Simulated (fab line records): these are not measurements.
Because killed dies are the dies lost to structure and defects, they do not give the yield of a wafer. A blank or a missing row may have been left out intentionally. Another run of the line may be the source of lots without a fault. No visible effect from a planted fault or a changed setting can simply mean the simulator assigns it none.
fab line records ; flow ritCmos ; part 1 of 2: steps 1 to 35 of 48
[record] lots = 5; wafers = 15; lastDay = 7
route steps=202 shown ACTIVE@2 FOX1@20 FOX2@23 NWELL@28 PWELL@39
lots that met no fault: from a run of the same line without faults
startH: hours from the record's first day to the start of the lot's first wafer shown ; waitH: hours since the lot's step before ; " identical to the entry in the row above ; L1.1+2: a row that stands for several wafers ; - no value present, or no start provided ; * or withheld: withheld ; < > ~ a bound
route shown NAME@n: a module of which the file shows steps, and the number in the route of the first ; usual: mean/standard deviation taken from wafers without a fault ; same: alike in all rows ; chamber/n: place in a boat ; sites: readings site by site ; _std_site: standard deviation across them ; _edge_site: outer sites' mean less inner sites' ; radiusMm: for every site, how far away it sits from the centre of the wafer ; mask NAME#n: copy n ; behind: the most recent tool/chamber to have shaped the wafer ; hold: cause of the lot's hold/its duration in hours/its outcome ; device: which transistor (n, p or np) failed to switch ; end of line: the tests these same wafers got at the end of their route ; a step without rows: its recipe alone ; killed: dies lost to structure and defects at the first sort, not the wafer's yield ; map: the dies of a wafer, with x for killed, . for not killed, _ for no die there
set.NAME: the setting the step ran with; set.NAME@STEP: the setting that earlier step ran with ; model.NAME: the simulator's own value behind a step, which no gauge read
lots seen at some steps along the route; tables by step, rows by wafer
services: the hour from which a tool's chamber was out of use, counted from the record's first day as startH (under 0 if before that day), plus the number of hours and why
[[steps]]
[step RIT_ACTIVE_OXIDATION_01]
[recipe] tempC = 1000; ambient = O2; targetThkA = 468; oxTimeS = 3360
lot.wafer;tool;chamber;startH;waitH
L080.1+3+5;furnace-01;0;43.80;3.8
L081.1+4+5;furnace-01;0;51.16;6.1
L084.3+4+5;furnace-03;0;65.47;5.4
L092.1+2+5;furnace-04;0;100.12;0.1
L094.1+2+3;furnace-01;0;111.55;1.5
[step RIT_ACTIVE_THK_MEAS_02]
[recipe] reads = SiO2_of_ACTIVE_OXIDATION_01
[usual] ACTIVE_OXIDE_THK = 46.5/0.85
lot.wafer;tool;chamber;startH;waitH;ACTIVE_OXIDE_THK[nm]
L080.1;filmMetro-01;-;45.73;0.0;47.4
L080.3;filmMetro-01;-;45.73;0.0;47.1
L080.5;filmMetro-01;-;45.73;0.0;46.1
L081.1;filmMetro-01;-;53.09;0.0;46.6
L081.4;filmMetro-01;-;53.09;0.0;47.3
L081.5;filmMetro-01;-;53.09;0.0;46.2
L084.3;filmMetro-02;-;67.43;0.0;46.6
L084.4;filmMetro-02;-;67.43;0.0;46.5
L084.5;filmMetro-02;-;67.43;0.0;46.8
L092.1;filmMetro-03;-;102.05;0.0;47.2
L092.2;filmMetro-03;-;102.05;0.0;47.1
L092.5;filmMetro-03;-;102.05;0.0;47.4
L094.1;filmMetro-03;-;113.48;0.0;45.6
L094.2;filmMetro-03;-;113.48;0.0;45.5
L094.3;filmMetro-03;-;113.48;0.0;46.6
[step RIT_ACTIVE_CVD_03]
[recipe] material = Si3N4; targetThkNm = 150; tempC = 810; precursor = SiH2Cl2/NH3; timeS = 1500; pressureMtorr = 300; sih2cl2FlowSccm = 60; nh3FlowSccm = 150
lot.wafer;tool;chamber;startH;waitH
L080.1+3+5;lpcvd-01;0;45.79;0.1
L081.1+4+5;lpcvd-02;1;53.15;0.1
L084.3+4+5;lpcvd-02;0;67.47;0.0
L092.1+2+5;lpcvd-01;1;102.11;0.1
L094.1+2+3;lpcvd-01;1;113.54;0.1
[step RIT_ACTIVE_THK_MEAS_04]
[recipe] reads = Si3N4_of_ACTIVE_CVD_03
[usual] ACTIVE_NITRIDE_THK = 150.3/1.5
lot.wafer;tool;chamber;startH;waitH;ACTIVE_NITRIDE_THK[nm]
L080.1;filmMetro-01;-;47.21;0.0;150.8
L080.3;filmMetro-01;-;47.21;0.0;152.0
L080.5;filmMetro-01;-;47.21;0.0;151.4
L081.1;filmMetro-01;-;54.57;0.0;153.1
L081.4;filmMetro-01;-;54.57;0.0;153.2
L081.5;filmMetro-01;-;54.57;0.0;153.7
L084.3;filmMetro-01;-;68.90;0.0;149.7
L084.4;filmMetro-01;-;68.90;0.0;149.9
L084.5;filmMetro-01;-;68.90;0.0;149.9
L092.1;filmMetro-02;-;103.53;0.0;150.7
L092.2;filmMetro-02;-;103.53;0.0;150.6
L092.5;filmMetro-02;-;103.53;0.0;150.9
L094.1;filmMetro-03;-;114.96;0.0;148.8
L094.2;filmMetro-03;-;114.96;0.0;149.0
L094.3;filmMetro-03;-;114.96;0.0;149.6
[step RIT_ACTIVE_HMDS_05]
[recipe] primeTimeS = 60; primeTempC = 140
lot.wafer;tool;chamber;startH;waitH
L080.1+3+5;lithoTrack-01;0;47.27;0.1
L081.1+4+5;lithoTrack-04;0;54.63;0.1
L084.3+4+5;lithoTrack-04;0;69.00;0.1
L092.1+2+5;lithoTrack-02;0;103.59;0.1
L094.1+2+3;lithoTrack-02;0;115.02;0.1
[step RIT_ACTIVE_COAT_06]
[recipe] resist = NOVOLAK; spinRpm = 3250; resistThkNm = 1000
lot.wafer;tool;chamber;startH;waitH
L080.1+3+5;lithoTrack-01;0;47.42;0.1
L081.1+4+5;lithoTrack-04;0;54.78;0.1
L084.3+4+5;lithoTrack-04;0;69.15;0.1
L092.1+2+5;lithoTrack-02;0;103.74;0.1
L094.1+2+3;lithoTrack-02;0;115.17;0.1
[step RIT_ACTIVE_SOFTBAKE_07]
[recipe] resist = NOVOLAK; tempC = 90; timeS = 60
[usual] plateTempC = 89.98/0.13
lot.wafer;tool;chamber;startH;waitH;plateTempC
L080.1;lithoTrack-01;0;47.57;0.1;89.98
L080.3;lithoTrack-01;0;47.57;0.1;89.93
L080.5;lithoTrack-01;0;47.57;0.1;89.97
L081.1;lithoTrack-04;0;54.93;0.1;90.12
L081.4;lithoTrack-04;0;54.93;0.1;90.14
L081.5;lithoTrack-04;0;54.93;0.1;89.93
L084.3;lithoTrack-04;0;69.30;0.1;90.13
L084.4;lithoTrack-04;0;69.30;0.1;90.17
L084.5;lithoTrack-04;0;69.30;0.1;90.24
L092.1;lithoTrack-02;0;103.89;0.1;90.21
L092.2;lithoTrack-02;0;103.89;0.1;90.06
L092.5;lithoTrack-02;0;103.89;0.1;90.14
L094.1;lithoTrack-02;0;115.32;0.1;90.07
L094.2;lithoTrack-02;0;115.32;0.1;89.96
L094.3;lithoTrack-02;0;115.32;0.1;89.93
[step RIT_ACTIVE_EXPOSE_08]
[recipe] maskId = M1; na = 0.6; sourceShape = conventional; sigmaOuter = 0.6; targetCdNm = 1400; doseMj = 225
lot.wafer;tool;chamber;startH;waitH;mask
L080.1+3+5;ilineStepper-01;0;47.96;0.4;M1#0
L081.1+4+5;ilineStepper-01;0;55.44;0.5;M1#0
L084.3+4+5;ilineStepper-02;0;69.44;0.1;M1#0
L092.1+2+5;ilineStepper-01;0;106.59;2.7;M1#0
L094.1+2+3;ilineStepper-02;0;119.81;4.5;M1#0
[step RIT_ACTIVE_PEB_09]
[recipe] resist = NOVOLAK; tempC = withheld; timeS = withheld
lot.wafer;tool;chamber;startH;waitH
L080.1+3+5;lithoTrack-04;0;48.07;0.1
L081.1+4+5;lithoTrack-04;0;55.56;0.1
L084.3+4+5;lithoTrack-02;0;69.56;0.1
L092.1+2+5;lithoTrack-01;0;106.72;0.1
L094.1+2+3;lithoTrack-02;0;119.93;0.1
[step RIT_ACTIVE_DEVELOP_10]
[recipe] resist = NOVOLAK; developTimeS = 50; devTempC = 23
lot.wafer;tool;chamber;startH;waitH
L080.1+3+5;lithoTrack-04;0;-;-
L081.1+4+5;lithoTrack-04;0;-;-
L084.3+4+5;lithoTrack-02;0;-;-
L092.1+2+5;lithoTrack-01;0;-;-
L094.1+2+3;lithoTrack-02;0;-;-
[step RIT_ACTIVE_CD_MEAS_11]
[recipe] targetCdNm = 1400
[usual] cdNm = 1399.4/2.3
lot.wafer;tool;chamber;startH;waitH;cdNm
L080.1;cdSem-01;-;48.36;-;1399.7
L080.3;cdSem-01;-;48.36;-;1401.6
L080.5;cdSem-01;-;48.36;-;1403.2
L081.1;cdSem-01;-;55.84;-;1402.9
L081.4;cdSem-01;-;55.84;-;1402.5
L081.5;cdSem-01;-;55.84;-;1399.5
L084.3;cdSem-02;-;69.84;-;1395.5
L084.4;cdSem-02;-;69.84;-;1395.4
L084.5;cdSem-02;-;69.84;-;1397.0
L092.1;cdSem-01;-;107.00;-;1397.4
L092.2;cdSem-01;-;107.00;-;1397.5
L092.5;cdSem-01;-;107.00;-;1397.5
L094.1;cdSem-02;-;120.21;-;1401.0
L094.2;cdSem-02;-;120.21;-;1401.4
L094.3;cdSem-02;-;120.21;-;1399.3
[step RIT_ACTIVE_HARDBAKE_12]
[recipe] resist = NOVOLAK; tempC = 140; timeS = 60
[usual] plateTempC = 139.98/0.14
lot.wafer;tool;chamber;startH;waitH;plateTempC
L080.1;lithoTrack-02;0;48.48;0.1;140.07
L080.3;lithoTrack-02;0;48.48;0.1;140.08
L080.5;lithoTrack-02;0;48.48;0.1;140.04
L081.1;lithoTrack-04;0;55.96;0.1;140.05
L081.4;lithoTrack-04;0;55.96;0.1;139.90
L081.5;lithoTrack-04;0;55.96;0.1;139.89
L084.3;lithoTrack-02;0;70.13;0.3;139.98
L084.4;lithoTrack-02;0;70.13;0.3;140.12
L084.5;lithoTrack-02;0;70.13;0.3;139.81
L092.1;lithoTrack-02;0;107.37;0.4;139.83
L092.2;lithoTrack-02;0;107.37;0.4;140.17
L092.5;lithoTrack-02;0;107.37;0.4;139.82
L094.1;lithoTrack-02;0;120.33;0.1;140.24
L094.2;lithoTrack-02;0;120.33;0.1;140.41
L094.3;lithoTrack-02;0;120.33;0.1;140.16
[step RIT_ACTIVE_ETCH_13]
[recipe] stopOn = SiO2; chemistry = SF6; target = Si3N4; timeS = 210; overEtchFrac = 0.4; SF6_flow_sccm = 200; pressureMtorr = 260; rfW = 125; targetDepthA = 2100
[usual] drypumpMotorCurrentA = 5.9/0.44; oesProductAu = 0.825/0.013; throttleValvePct = 7.50/0.12
lot.wafer;tool;chamber;startH;waitH;drypumpMotorCurrentA;oesProductAu;rfHoursCounterH;throttleValvePct
L080.1;rieDiel-02;2;48.63;0.1;6.1;0.822;153;7.39
L080.3;rieDiel-02;3;48.63;0.1;5.8;0.812;112;7.41
L080.5;rieDiel-02;2;48.63;0.1;6.2;0.823;-;7.39
L081.1;rieDiel-03;2;56.11;0.1;5.4;0.849;6;7.64
L081.4;rieDiel-03;3;56.11;0.1;6.5;0.819;143;7.48
L081.5;rieDiel-03;3;56.11;0.1;6.5;0.816;-;7.47
L084.3;rieDiel-04;0;70.23;0.1;6.5;0.817;50;7.65
L084.4;rieDiel-04;3;70.23;0.1;5.2;0.824;41;7.28
L084.5;rieDiel-04;0;70.23;0.1;6.6;0.816;-;7.66
L092.1;rieDiel-04;0;107.52;0.1;6.6;0.817;51;7.65
L092.2;rieDiel-04;3;107.52;0.1;5.2;0.833;42;7.30
L092.5;rieDiel-04;2;107.52;0.1;5.3;0.831;-;7.37
L094.1;rieDiel-03;2;120.48;0.1;5.4;0.828;7;7.64
L094.2;rieDiel-03;3;120.48;0.1;6.5;0.804;144;7.47
L094.3;rieDiel-03;1;120.48;0.1;5.5;0.839;146;7.55
[step RIT_ACTIVE_STRIP_14]
[recipe] chemistry = O2; timeS = 180; resist = NOVOLAK; platenTempC = withheld; powerW = 500; pressureMtorr = 4000; o2FlowSccm = 4000
[usual] drypumpMotorCurrentA = 5.7/0.35
lot.wafer;tool;chamber;startH;waitH;drypumpMotorCurrentA;rfHoursCounterH
L080.1;plasmaAsher-04;0;48.76;0.1;5.3;40
L080.3;plasmaAsher-04;0;48.76;0.1;5.3;-
L080.5;plasmaAsher-04;0;48.76;0.1;5.3;-
L081.1;plasmaAsher-03;1;56.25;0.1;5.5;34
L081.4;plasmaAsher-03;0;56.25;0.1;5.6;-
L081.5;plasmaAsher-03;1;56.25;0.1;5.6;-
L084.3;plasmaAsher-02;0;70.42;0.1;5.5;-
L084.4;plasmaAsher-02;1;70.42;0.1;6.5;-
L084.5;plasmaAsher-02;1;70.42;0.1;6.5;-
L092.1;plasmaAsher-02;1;107.66;0.1;6.5;47
L092.2;plasmaAsher-02;0;107.66;0.1;5.5;47
L092.5;plasmaAsher-02;1;107.66;0.1;6.5;-
L094.1;plasmaAsher-03;0;120.62;0.1;5.6;40
L094.2;plasmaAsher-03;1;120.62;0.1;5.5;40
L094.3;plasmaAsher-03;0;120.62;0.1;5.6;-
[step RIT_ACTIVE_CD_MEAS_90]
[recipe] targetCdNm = 1400
[usual] cdNm = 1399.5/2.3
lot.wafer;tool;chamber;startH;waitH;cdNm
L080.1;cdSem-01;-;48.94;0.1;1400.2
L080.3;cdSem-01;-;48.94;0.1;1401.6
L080.5;cdSem-01;-;48.94;0.1;1403.1
L081.1;cdSem-01;-;56.42;0.1;1403.0
L081.4;cdSem-01;-;56.42;0.1;1402.4
L081.5;cdSem-01;-;56.42;0.1;1399.6
L084.3;cdSem-02;-;70.58;0.1;1395.4
L084.4;cdSem-02;-;70.58;0.1;1395.8
L084.5;cdSem-02;-;70.58;0.1;1396.5
L092.1;cdSem-01;-;107.83;0.1;1397.4
L092.2;cdSem-01;-;107.83;0.1;1397.6
L092.5;cdSem-01;-;107.83;0.1;1397.5
L094.1;cdSem-01;-;120.79;0.1;1401.3
L094.2;cdSem-01;-;120.79;0.1;1402.2
L094.3;cdSem-01;-;120.79;0.1;1400.0
[step RIT_ACTIVE_CLEAN_15]
[recipe] chemistry = SC1; mix = 3:3:50; timeS = 600; tempC = 75
lot.wafer;tool;chamber;startH;waitH
L080.1+3+5;wetBench-04;3;49.06;0.1
L081.1+4+5;wetBench-02;1;56.54;0.1
L084.3+4+5;wetBench-02;2;70.66;0.1
L092.1+2+5;wetBench-02;3;107.95;0.1
L094.1+2+3;wetBench-01;0;120.91;0.1
[step RIT_ACTIVE_CLEAN_16]
[recipe] chemistry = dHF; dilution = 50:1; timeS = 30
lot.wafer;tool;chamber;startH;waitH
L080.1+3+5;wetBench-02;0;49.23;0.0
L081.1+4+5;wetBench-01;3;56.72;0.0
L084.3+4+5;wetBench-01;3;71.01;0.0
L092.1+2+5;wetBench-01;1;108.13;0.0
L094.1+2+3;wetBench-02;3;121.10;0.0
[step RIT_ACTIVE_CLEAN_17]
[recipe] chemistry = SC2; mix = 3:3:50; timeS = 600; tempC = 75; dry = n2Spin
lot.wafer;tool;chamber;startH;waitH
L080.1+3+5;wetBench-01;2;49.25;0.0
L081.1+4+5;wetBench-04;3;56.73;0.0
L084.3+4+5;wetBench-02;0;71.02;0.0
L092.1+2+5;wetBench-02;2;108.14;0.0
L094.1+2+3;wetBench-04;3;121.12;0.0
[step RIT_FOX1_OXIDATION_00]
[recipe] tempC = 1100; ambient = H2O; targetThkA = 3507; pH2oTorr = 720; oxTimeS = 1130
lot.wafer;tool;chamber;startH;waitH
L080.1+3+5;furnace-01;0;49.59;0.2
L081.1+4+5;furnace-03;0;60.53;3.6
L084.3+4+5;furnace-03;0;74.62;3.4
L092.1+2+5;furnace-03;0;108.45;0.1
L094.1+2+3;furnace-01;0;121.31;0.0
[step RIT_FOX1_THK_MEAS_01]
[recipe] reads = SiO2_of_FOX1_OXIDATION_00
[usual] FOX1_OXIDE_THK = 350/7.9
lot.wafer;tool;chamber;startH;waitH;FOX1_OXIDE_THK[nm]
L080.1;filmMetro-03;-;50.91;0.0;351
L080.3;filmMetro-03;-;50.91;0.0;349
L080.5;filmMetro-03;-;50.91;0.0;350
L081.1;filmMetro-04;-;61.85;0.0;333
L081.4;filmMetro-04;-;61.85;0.0;334
L081.5;filmMetro-04;-;61.85;0.0;332
L084.3;filmMetro-04;-;75.95;0.0;343
L084.4;filmMetro-04;-;75.95;0.0;352
L084.5;filmMetro-04;-;75.95;0.0;352
L092.1;filmMetro-03;-;109.77;0.0;352
L092.2;filmMetro-03;-;109.77;0.0;357
L092.5;filmMetro-03;-;109.77;0.0;350
L094.1;filmMetro-04;-;122.62;0.0;357
L094.2;filmMetro-04;-;122.62;0.0;358
L094.3;filmMetro-04;-;122.62;0.0;354
[step RIT_FOX1_WET_ETCH_02]
[recipe] chemistry = BOE; targetDepthNm = 350; timeS = 390; tempC = 21.5; dry = n2Spin; dilution = 10:1; target = SiO2
lot.wafer;tool;chamber;startH;waitH
L080.1+3+5;wetBench-03;2;50.97;0.1
L081.1+4+5;wetBench-03;3;61.91;0.1
L084.3+4+5;wetBench-02;3;75.99;0.0
L092.1+2+5;wetBench-02;0;109.83;0.1
L094.1+2+3;wetBench-02;0;122.68;0.1
[step RIT_FOX2_OXIDATION_00]
[recipe] tempC = 1100; ambient = H2O; targetThkA = 3507; pH2oTorr = 720; oxTimeS = 1130
lot.wafer;tool;chamber;startH;waitH
L080.1+3+5;furnace-01;0;54.16;3.1
L081.1+4+5;furnace-01;0;65.65;3.6
L084.3+4+5;furnace-04;0;85.69;9.6
L092.1+2+5;furnace-01;0;110.23;0.3
L094.1+2+3;furnace-01;0;122.80;0.0
[step RIT_FOX2_THK_MEAS_01]
[recipe] reads = SiO2_of_FOX2_OXIDATION_00
[usual] FOX2_OXIDE_THK = 350/6.4
lot.wafer;tool;chamber;startH;waitH;FOX2_OXIDE_THK[nm]
L080.1;filmMetro-03;-;55.48;0.0;356
L080.3;filmMetro-03;-;55.48;0.0;352
L080.5;filmMetro-03;-;55.48;0.0;355
L081.1;filmMetro-03;-;66.96;0.0;350
L081.4;filmMetro-03;-;66.96;0.0;355
L081.5;filmMetro-03;-;66.96;0.0;353
L084.3;filmMetro-01;-;87.02;0.0;364
L084.4;filmMetro-01;-;87.02;0.0;364
L084.5;filmMetro-01;-;87.02;0.0;367
L092.1;filmMetro-04;-;111.55;0.0;344
L092.2;filmMetro-04;-;111.55;0.0;344
L092.5;filmMetro-04;-;111.55;0.0;347
L094.1;filmMetro-01;-;124.11;0.0;346
L094.2;filmMetro-01;-;124.11;0.0;350
L094.3;filmMetro-01;-;124.11;0.0;351
[step RIT_FOX2_CLEAN_02]
[recipe] chemistry = dHF; dilution = 50:1; timeS = 180
lot.wafer;tool;chamber;startH;waitH
L080.1+3+5;wetBench-03;2;55.54;0.1
L081.1+4+5;wetBench-03;3;67.02;0.1
L084.3+4+5;wetBench-04;1;87.06;0.0
L092.1+2+5;wetBench-02;0;111.61;0.1
L094.1+2+3;wetBench-04;0;124.17;0.1
[step RIT_FOX2_WET_ETCH_03]
[recipe] chemistry = H3PO4; target = Si3N4; targetDepthNm = 195; tempC = 165; timeS = 2700
lot.wafer;tool;chamber;startH;waitH
L080.1+3+5;wetBench-04;2;55.60;0.0
L081.1+4+5;wetBench-04;1;67.08;0.0
L084.3+4+5;wetBench-02;3;87.19;0.0
L092.1+2+5;wetBench-03;0;111.67;0.0
L094.1+2+3;wetBench-02;1;124.30;0.0
[step RIT_FOX2_THK_MEAS_90]
[recipe] reads = SiO2_of_FOX2_OXIDATION_00
[usual] FIELD_OXIDE_LEFT_1_THK = 323/6.4
lot.wafer;tool;chamber;startH;waitH;FIELD_OXIDE_LEFT_1_THK[nm]
L080.1;filmMetro-01;-;56.36;0.0;329
L080.3;filmMetro-01;-;56.36;0.0;325
L080.5;filmMetro-01;-;56.36;0.0;328
L081.1;filmMetro-04;-;67.84;0.0;323
L081.4;filmMetro-04;-;67.84;0.0;328
L081.5;filmMetro-04;-;67.84;0.0;326
L084.3;filmMetro-03;-;87.97;0.0;336
L084.4;filmMetro-03;-;87.97;0.0;337
L084.5;filmMetro-03;-;87.97;0.0;340
L092.1;filmMetro-04;-;112.42;0.0;317
L092.2;filmMetro-04;-;112.42;0.0;316
L092.5;filmMetro-04;-;112.42;0.0;319
L094.1;filmMetro-04;-;125.06;0.0;318
L094.2;filmMetro-04;-;125.06;0.0;322
L094.3;filmMetro-04;-;125.06;0.0;323
[step RIT_NWELL_HMDS_00]
[recipe] primeTimeS = 60; primeTempC = 140
lot.wafer;tool;chamber;startH;waitH
L080.1+3+5;lithoTrack-03;0;56.49;0.1
L081.1+4+5;lithoTrack-03;0;67.96;0.1
L084.3+4+5;lithoTrack-04;0;88.06;0.1
L092.1+2+5;lithoTrack-02;0;112.73;0.3
L094.1+2+3;lithoTrack-04;0;125.12;0.1
[step RIT_NWELL_COAT_01]
[recipe] resist = NOVOLAK; spinRpm = 2000; resistThkNm = 1300
lot.wafer;tool;chamber;startH;waitH
L080.1+3+5;lithoTrack-03;0;56.64;0.1
L081.1+4+5;lithoTrack-03;0;68.11;0.1
L084.3+4+5;lithoTrack-04;0;88.21;0.1
L092.1+2+5;lithoTrack-02;0;112.88;0.1
L094.1+2+3;lithoTrack-04;0;125.27;0.1
[step RIT_NWELL_SOFTBAKE_02]
[recipe] resist = NOVOLAK; tempC = 90; timeS = 60
[usual] plateTempC = 90.01/0.12
lot.wafer;tool;chamber;startH;waitH;plateTempC
L080.1;lithoTrack-03;0;56.79;0.1;90.12
L080.3;lithoTrack-03;0;56.79;0.1;89.98
L080.5;lithoTrack-03;0;56.79;0.1;90.03
L081.1;lithoTrack-03;0;68.26;0.1;89.88
L081.4;lithoTrack-03;0;68.26;0.1;89.78
L081.5;lithoTrack-03;0;68.26;0.1;89.97
L084.3;lithoTrack-04;0;88.36;0.1;90.07
L084.4;lithoTrack-04;0;88.36;0.1;90.07
L084.5;lithoTrack-04;0;88.36;0.1;90.09
L092.1;lithoTrack-02;0;113.03;0.1;90.19
L092.2;lithoTrack-02;0;113.03;0.1;90.16
L092.5;lithoTrack-02;0;113.03;0.1;90.30
L094.1;lithoTrack-04;0;125.42;0.1;89.88
L094.2;lithoTrack-04;0;125.42;0.1;89.91
L094.3;lithoTrack-04;0;125.42;0.1;89.96
[step RIT_NWELL_EXPOSE_03]
[recipe] maskId = M2; na = 0.57; targetCdNm = 43900; doseMj = 250
lot.wafer;tool;chamber;startH;waitH;mask
L080.1+3+5;ilineStepper-01;0;57.22;0.4;M2#0
L081.1+4+5;ilineStepper-02;0;68.59;0.3;M2#0
L084.3+4+5;ilineStepper-02;0;88.74;0.4;M2#0
L092.1+2+5;ilineStepper-01;0;113.18;0.1;M2#0
L094.1+2+3;ilineStepper-01;0;125.69;0.2;M2#0
[step RIT_NWELL_PEB_04]
[recipe] resist = NOVOLAK; tempC = withheld; timeS = withheld
lot.wafer;tool;chamber;startH;waitH
L080.1+3+5;lithoTrack-03;0;57.34;0.1
L081.1+4+5;lithoTrack-02;0;68.71;0.1
L084.3+4+5;lithoTrack-02;0;88.87;0.1
L092.1+2+5;lithoTrack-02;0;113.33;0.1
L094.1+2+3;lithoTrack-03;0;125.81;0.1
[step RIT_NWELL_DEVELOP_05]
[recipe] resist = NOVOLAK; developTimeS = 68; devTempC = 23
lot.wafer;tool;chamber;startH;waitH
L080.1+3+5;lithoTrack-03;0;-;-
L081.1+4+5;lithoTrack-02;0;-;-
L084.3+4+5;lithoTrack-02;0;-;-
L092.1+2+5;lithoTrack-02;0;-;-
L094.1+2+3;lithoTrack-03;0;-;-
[step RIT_NWELL_OVL_MEAS_06]
[usual] NWELL_OVL = -0.1/1.2
lot.wafer;tool;chamber;startH;waitH;NWELL_OVL[nm]
L080.1;overlay-01;-;57.65;-;-3.1
L080.3;overlay-01;-;57.65;-;0.7
L080.5;overlay-01;-;57.65;-;-1.9
L081.1;overlay-01;-;69.02;-;-0.1
L081.4;overlay-01;-;69.02;-;-0.6
L081.5;overlay-01;-;69.02;-;-1.5
L084.3;overlay-02;-;89.14;-;-0.1
L084.4;overlay-02;-;89.14;-;0.0
L084.5;overlay-02;-;89.14;-;0.1
L092.1;overlay-02;-;113.65;-;0.9
L092.2;overlay-02;-;113.65;-;-1.7
L092.5;overlay-02;-;113.65;-;1.2
L094.1;overlay-01;-;126.12;-;-0.2
L094.2;overlay-01;-;126.12;-;1.6
L094.3;overlay-01;-;126.12;-;0.0
[step RIT_NWELL_HARDBAKE_07]
[recipe] resist = NOVOLAK; tempC = 140; timeS = 120
[usual] plateTempC = 140.01/0.13
lot.wafer;tool;chamber;startH;waitH;plateTempC
L080.1;lithoTrack-03;0;57.69;0.0;140.10
L080.3;lithoTrack-03;0;57.69;0.0;139.94
L080.5;lithoTrack-03;0;57.69;0.0;140.07
L081.1;lithoTrack-03;0;69.07;0.0;140.13
L081.4;lithoTrack-03;0;69.07;0.0;140.10
L081.5;lithoTrack-03;0;69.07;0.0;140.03
L084.3;lithoTrack-03;0;89.25;0.1;139.59
L084.4;lithoTrack-03;0;89.25;0.1;139.73
L084.5;lithoTrack-03;0;89.25;0.1;139.96
L092.1;lithoTrack-03;0;113.68;0.0;139.91
L092.2;lithoTrack-03;0;113.68;0.0;139.95
L092.5;lithoTrack-03;0;113.68;0.0;140.21
L094.1;lithoTrack-02;0;126.16;0.0;139.90
L094.2;lithoTrack-02;0;126.16;0.0;140.13
L094.3;lithoTrack-02;0;126.16;0.0;139.92
[step RIT_NWELL_IMPLANT_08]
[recipe] species = P; energyKev = 170; doseCm2 = 5e+13; tiltDeg = 7
[usual] beamOnS = 10.01/0.19
lot.wafer;tool;chamber;startH;waitH;beamOnS
L080.1;implanter-03;0;57.94;0.2;9.96
L080.3;implanter-03;0;57.94;0.2;10.01
L080.5;implanter-03;0;57.94;0.2;9.93
L081.1;implanter-04;0;69.32;0.2;10.47
L081.4;implanter-04;0;69.32;0.2;10.35
L081.5;implanter-04;0;69.32;0.2;9.50
L084.3;implanter-02;0;89.47;0.2;10.12
L084.4;implanter-02;0;89.47;0.2;9.79
L084.5;implanter-02;0;89.47;0.2;9.83
L092.1;implanter-04;0;113.93;0.2;10.14
L092.2;implanter-04;0;113.93;0.2;9.91
L092.5;implanter-04;0;113.93;0.2;10.11
L094.1;implanter-02;0;126.41;0.2;10.07
L094.2;implanter-02;0;126.41;0.2;10.04
L094.3;implanter-02;0;126.41;0.2;10.08
